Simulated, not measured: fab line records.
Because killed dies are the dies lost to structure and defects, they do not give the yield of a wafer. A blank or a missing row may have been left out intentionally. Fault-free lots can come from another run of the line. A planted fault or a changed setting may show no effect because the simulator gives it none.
fab line records ; flow berkeley_cmos170
record: lots: 14; wafers: 42; last_day: 11
route steps=331 shown PWELL@34 M2@278 M3@325
lots with no fault: from the same line, run without faults
start_h: hours from the record's first day to the start of the lot's first wafer shown ; wait_h: hours elapsed since this lot's preceding step ; " the same as in the row above ; L1.1+2: one row covering several wafers at once ; - no value, or no start was given ; * or withheld: withheld ; < > ~ a bound
route shown NAME@n: a module of which the file shows steps, and the number in the route of the first ; usual: mean/standard deviation taken from wafers without a fault ; same: alike in all rows ; chamber/n: place in a boat ; sites: the reading at each site ; _std_site: how widely they spread, as a standard deviation ; _edge_site: the outer-site mean with the inner-site mean subtracted ; radius_mm: for every site, how far away it sits from the centre of the wafer ; mask NAME#n: copy n ; behind: the most recent tool/chamber to have shaped the wafer ; hold: why the lot was held/for how many hours/how that ended ; device: the transistor (n, p or np) that didn't switch ; end of line: at the end of the route, the tests of the same wafers ; a step with no rows: only its recipe ; killed: not the wafer's yield, but the dies lost to structure and defects at the first sort ; map: a wafer's dies, marking killed ones x, the rest . and places with no die _
set.NAME: setting as actually run; set.NAME@STEP: the setting as run at that earlier step ; model.NAME: the simulator's own value behind a step, which no gauge read
a sample of lots followed through the steps of the route, with each step as a table and each wafer as a row
services: when a tool's chamber went out of use (start_h, in hours from the record's first day, below 0 if earlier), for how many hours, and the reason
== steps ==
step: UCB170_PWELL_CLEAN_00
recipe: chemistry: SPM; temp_c: 120; time_s: 600
usual: bath_guard_temp_C: 119.9/0.39; bath_heat_duty_pct: 13.0/1.5
lot.wafer;tool;chamber;start_h;wait_h;bath_guard_temp_C;bath_heat_duty_pct
L981.2;wet_bench-02;0;58.34;0.2;119.7;11.6
L981.3;wet_bench-02;0;58.34;0.2;119.8;11.1
L981.6;wet_bench-02;0;58.34;0.2;119.8;10.5
L980.2;wet_bench-01;1;62.62;4.3;119.9;13.8
L980.4;wet_bench-01;1;62.62;4.3;119.8;12.8
L980.6;wet_bench-01;1;62.62;4.3;120.0;12.6
L982.1;wet_bench-01;2;63.48;0.2;120.1;11.8
L982.5;wet_bench-01;2;63.48;0.2;120.3;12.7
L982.6;wet_bench-01;2;63.48;0.2;120.2;13.3
L983.2;wet_bench-04;3;65.61;0.0;119.2;11.3
L983.3;wet_bench-04;3;65.61;0.0;119.7;12.0
L983.4;wet_bench-04;3;65.61;0.0;119.3;10.1
L984.1;wet_bench-01;1;70.85;0.0;119.7;13.7
L984.4;wet_bench-01;1;70.85;0.0;120.1;12.7
L984.5;wet_bench-01;1;70.85;0.0;120.0;12.7
L988.1;wet_bench-04;1;91.29;0.0;-;-
L988.4;wet_bench-04;1;91.29;0.0;-;-
L988.5;wet_bench-04;1;91.29;0.0;-;-
L989.1;wet_bench-04;2;103.59;0.0;-;-
L989.5;wet_bench-04;2;103.59;0.0;-;-
L989.6;wet_bench-04;2;103.59;0.0;-;-
L992.1;wet_bench-04;1;119.29;0.0;119.5;15.8
L992.3;wet_bench-04;1;119.29;0.0;119.9;15.4
L992.4;wet_bench-04;1;119.29;0.0;119.8;14.7
L993.1;wet_bench-04;1;119.29;0.0;119.6;14.4
L993.5;wet_bench-04;1;119.29;0.0;119.7;13.8
L993.6;wet_bench-04;1;119.29;0.0;119.8;14.0
L994.2;wet_bench-04;2;119.29;0.0;119.9;13.0
L994.3;wet_bench-04;2;119.29;0.0;119.9;13.3
L994.5;wet_bench-04;2;119.29;0.0;119.8;13.0
L995.4;wet_bench-04;1;130.97;0.2;119.5;14.2
L995.5;wet_bench-04;1;130.97;0.2;119.5;14.7
L995.6;wet_bench-04;1;130.97;0.2;120.1;14.0
L998.2;wet_bench-02;2;141.39;0.2;119.4;17.0
L998.4;wet_bench-02;2;141.39;0.2;119.8;15.3
L998.6;wet_bench-02;2;141.39;0.2;119.4;16.7
L999.4;wet_bench-04;1;142.18;0.0;119.9;14.1
L999.5;wet_bench-04;1;142.18;0.0;119.8;14.7
L999.6;wet_bench-04;1;142.18;0.0;119.3;15.6
L100.1;wet_bench-02;3;149.15;0.1;119.5;13.2
L100.3;wet_bench-02;3;149.15;0.1;119.8;12.7
L100.4;wet_bench-02;3;149.15;0.1;120.0;14.6
step: UCB170_M2_STRIP_07
recipe: chemistry: O2; power_w: 400; pressure_mtorr: 3500; platen_temp_c: withheld; o2_flow_sccm: 400; overash_fraction: 0.5
usual: drypump_motor_current_A: 6.1/0.36; oes_product_au: 0.735/0.0046; strip_time_to_endpoint_s: 21.98/0.072
same: overash_fraction: 0.5
lot.wafer;tool;chamber;start_h;wait_h;drypump_motor_current_A;oes_product_au;rf_hours_counter_h;strip_time_to_endpoint_s
L981.2;plasma_asher-01;0;181.98;0.1;6.2;0.738;50;21.98
L981.3;plasma_asher-01;1;181.98;0.1;5.9;0.738;-;21.93
L981.6;plasma_asher-01;1;181.98;0.1;5.9;0.727;-;21.92
L983.2;plasma_asher-01;0;182.62;0.1;6.1;0.737;51;21.97
L983.3;plasma_asher-01;1;182.62;0.1;5.9;0.738;-;22.00
L983.4;plasma_asher-01;0;182.62;0.1;6.2;0.739;-;22.06
L980.2;plasma_asher-02;0;183.45;0.1;6.4;0.731;8;21.97
L980.4;plasma_asher-02;1;183.45;0.1;5.4;0.729;-;21.94
L980.6;plasma_asher-02;1;183.45;0.1;5.5;0.732;-;21.98
L982.1;plasma_asher-04;1;185.45;0.1;6.6;0.732;41;21.91
L982.5;plasma_asher-04;1;185.45;0.1;6.6;0.734;-;21.96
L982.6;plasma_asher-04;0;185.45;0.1;6.1;0.734;-;21.84
L984.1;plasma_asher-01;0;194.71;0.1;6.2;0.732;53;21.98
L984.4;plasma_asher-01;0;194.71;0.1;6.2;0.731;-;21.98
L984.5;plasma_asher-01;0;194.71;0.1;6.2;0.736;-;22.02
L988.1;plasma_asher-04;1;207.59;0.1;6.6;0.735;44;22.01
L988.4;plasma_asher-04;0;207.59;0.1;6.1;0.730;-;21.92
L988.5;plasma_asher-04;1;207.59;0.1;6.6;0.732;-;21.95
L989.1;plasma_asher-01;1;223.55;0.1;5.9;0.741;56;22.03
L989.5;plasma_asher-01;1;223.55;0.1;5.9;0.722;-;22.00
L989.6;plasma_asher-01;0;223.55;0.1;6.1;0.731;-;22.01
L993.1;plasma_asher-01;0;229.83;0.1;6.2;0.732;56;22.07
L993.5;plasma_asher-01;1;229.83;0.1;5.9;0.738;-;22.08
L993.6;plasma_asher-01;0;229.83;0.1;6.2;0.737;-;22.09
L992.1;plasma_asher-04;1;230.28;0.1;6.6;0.734;46;22.21
L992.3;plasma_asher-04;0;230.28;0.1;6.1;0.736;-;22.13
L992.4;plasma_asher-04;1;230.28;0.1;6.6;0.735;-;22.11
L994.2;plasma_asher-01;0;230.67;0.1;6.2;0.734;56;21.95
L994.3;plasma_asher-01;0;230.67;0.1;6.2;0.726;-;21.97
L994.5;plasma_asher-01;0;230.67;0.1;6.2;0.734;-;22.04
L995.4;plasma_asher-01;1;249.51;0.1;5.9;0.734;-;22.02
L995.5;plasma_asher-01;0;249.51;0.1;6.2;0.736;-;22.02
L995.6;plasma_asher-01;1;249.51;0.1;5.9;0.730;-;21.96
L998.2;plasma_asher-02;0;258.14;0.1;6.4;0.736;18;21.81
L998.4;plasma_asher-02;1;258.14;0.1;5.5;0.735;-;21.85
L998.6;plasma_asher-02;1;258.14;0.1;5.5;0.740;-;21.83
L999.4;plasma_asher-02;1;258.67;0.1;5.4;0.735;-;22.08
L999.5;plasma_asher-02;1;258.67;0.1;5.5;0.741;-;22.07
L999.6;plasma_asher-02;0;258.67;0.1;6.4;0.737;-;22.06
L100.1;plasma_asher-01;1;265.78;0.1;5.9;0.741;60;21.87
L100.3;plasma_asher-01;0;265.78;0.1;6.2;0.742;-;21.89
L100.4;plasma_asher-01;1;265.78;0.1;5.9;0.731;-;21.93
step: UCB170_M3_OVL_MEAS_16
usual: M3_OVL: 1/4.9
lot.wafer;tool;chamber;start_h;wait_h;M3_OVL[nm]
L981.2;overlay-02;-;191.25;0.1;-2
L981.3;overlay-02;-;191.25;0.1;3
L981.6;overlay-02;-;191.25;0.1;3
L983.2;overlay-02;-;191.53;0.1;10
L983.3;overlay-02;-;191.53;0.1;5
L983.4;overlay-02;-;191.53;0.1;2
L980.2;overlay-01;-;191.80;0.1;5
L980.4;overlay-01;-;191.80;0.1;1
L980.6;overlay-01;-;191.80;0.1;4
L982.1;overlay-01;-;193.24;0.1;-1
L982.5;overlay-01;-;193.24;0.1;0
L982.6;overlay-01;-;193.24;0.1;-2
L984.1;overlay-02;-;202.68;0.1;-1
L984.4;overlay-02;-;202.68;0.1;-2
L984.5;overlay-02;-;202.68;0.1;3
L988.1;overlay-01;-;215.56;0.1;10
L988.4;overlay-01;-;215.56;0.1;7
L988.5;overlay-01;-;215.56;0.1;5
L989.1;overlay-02;-;232.27;0.1;12
L989.5;overlay-02;-;232.27;0.1;8
L989.6;overlay-02;-;232.27;0.1;9
L993.1;overlay-02;-;238.93;0.1;-10
L993.5;overlay-02;-;238.93;0.1;-4
L993.6;overlay-02;-;238.93;0.1;-6
L992.1;overlay-02;-;239.55;0.1;4
L992.3;overlay-02;-;239.55;0.1;-4
L992.4;overlay-02;-;239.55;0.1;-3
L994.2;overlay-01;-;240.28;0.1;-3
L994.3;overlay-01;-;240.28;0.1;-9
L994.5;overlay-01;-;240.28;0.1;-8
L995.4;overlay-02;-;255.93;0.1;2
L995.5;overlay-02;-;255.93;0.1;2
L995.6;overlay-02;-;255.93;0.1;-1
L998.2;overlay-02;-;267.40;0.1;2
L998.4;overlay-02;-;267.40;0.1;2
L998.6;overlay-02;-;267.40;0.1;-1
L999.4;overlay-01;-;269.59;0.1;-4
L999.5;overlay-01;-;269.59;0.1;-9
L999.6;overlay-01;-;269.59;0.1;5
L100.1;overlay-01;-;274.84;0.1;-1
L100.3;overlay-01;-;274.84;0.1;-1
L100.4;overlay-01;-;274.84;0.1;-4
step: UCB170_M3_BOW_MEAS_20
recipe: mode: bow
usual: M3_BOW: 36/7
lot.wafer;tool;chamber;start_h;wait_h;M3_BOW[um]
L981.2;film_metro-01;-;191.75;0.1;41
L981.3;film_metro-01;-;191.75;0.1;42
L981.6;film_metro-01;-;191.75;0.1;40
L983.2;film_metro-04;-;192.03;0.1;60
L983.3;film_metro-04;-;192.03;0.1;39
L983.4;film_metro-04;-;192.03;0.1;41
L980.2;film_metro-02;-;192.30;0.1;34
L980.4;film_metro-02;-;192.30;0.1;43
L980.6;film_metro-02;-;192.30;0.1;35
L982.1;film_metro-02;-;193.73;0.1;36
L982.5;film_metro-02;-;193.73;0.1;40
L982.6;film_metro-02;-;193.73;0.1;36
L984.1;film_metro-02;-;203.22;0.1;40
L984.4;film_metro-02;-;203.22;0.1;50
L984.5;film_metro-02;-;203.22;0.1;38
L988.1;film_metro-01;-;216.04;0.1;38
L988.4;film_metro-01;-;216.04;0.1;48
L988.5;film_metro-01;-;216.04;0.1;39
L989.1;film_metro-01;-;232.75;0.1;34
L989.5;film_metro-01;-;232.75;0.1;23
L989.6;film_metro-01;-;232.75;0.1;41
L993.1;film_metro-02;-;239.41;0.1;31
L993.5;film_metro-02;-;239.41;0.1;36
L993.6;film_metro-02;-;239.41;0.1;42
L992.1;film_metro-02;-;240.04;0.1;48
L992.3;film_metro-02;-;240.04;0.1;39
L992.4;film_metro-02;-;240.04;0.1;36
L994.2;film_metro-02;-;240.78;0.1;25
L994.3;film_metro-02;-;240.78;0.1;24
L994.5;film_metro-02;-;240.78;0.1;24
L995.4;film_metro-01;-;256.46;0.1;42
L995.5;film_metro-01;-;256.46;0.1;32
L995.6;film_metro-01;-;256.46;0.1;32
L998.2;film_metro-02;-;267.90;0.1;39
L998.4;film_metro-02;-;267.90;0.1;43
L998.6;film_metro-02;-;267.90;0.1;40
L999.4;film_metro-04;-;270.18;0.2;35
L999.5;film_metro-04;-;270.18;0.2;49
L999.6;film_metro-04;-;270.18;0.2;36
L100.1;film_metro-04;-;275.33;0.1;33
L100.3;film_metro-04;-;275.33;0.1;37
L100.4;film_metro-04;-;275.33;0.1;39
== services ==
tool;chamber;start_h;hours;kind
plasma_asher-02;-;108.75;9.0;pm
plasma_asher-02;0;108.75;9.0;vent_cycle
plasma_asher-02;1;108.75;9.0;vent_cycle
plasma_asher-02;0;117.75;-;clean
plasma_asher-02;1;117.75;-;clean
plasma_asher-02;-;126.81;1.4;repair
plasma_asher-04;-;255.09;1.0;repair
plasma_asher-01;-;257.07;2.8;pm
== key ==
first_sign: step: UCB170_PWELL_CLEAN_00; reading: tool_record; direction: missing
effect none on later readings
met_at UCB170_PWELL_CLEAN_00
struck_lots L988,L989
tester_left_out L988,L989
not_acting_at UCB170_M2_STRIP_07,UCB170_M3_OVL_MEAS_16,UCB170_M3_BOW_MEAS_20
onset_between 65.61 91.29
fault: kind: skipped_step_whole; tool: wet_bench-04; chamber: -; onset_h: 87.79; steps: UCB170_PWELL_CLEAN_00; scope: struck_lots_only
tester_left_out: of these lots the tester's yield and bins aren't shown, on N5 and GAA mostly nor the transistor test; their killed dies are dies lost to structure and defects alone, not to doping, threshold or leakage, so they don't give the yield
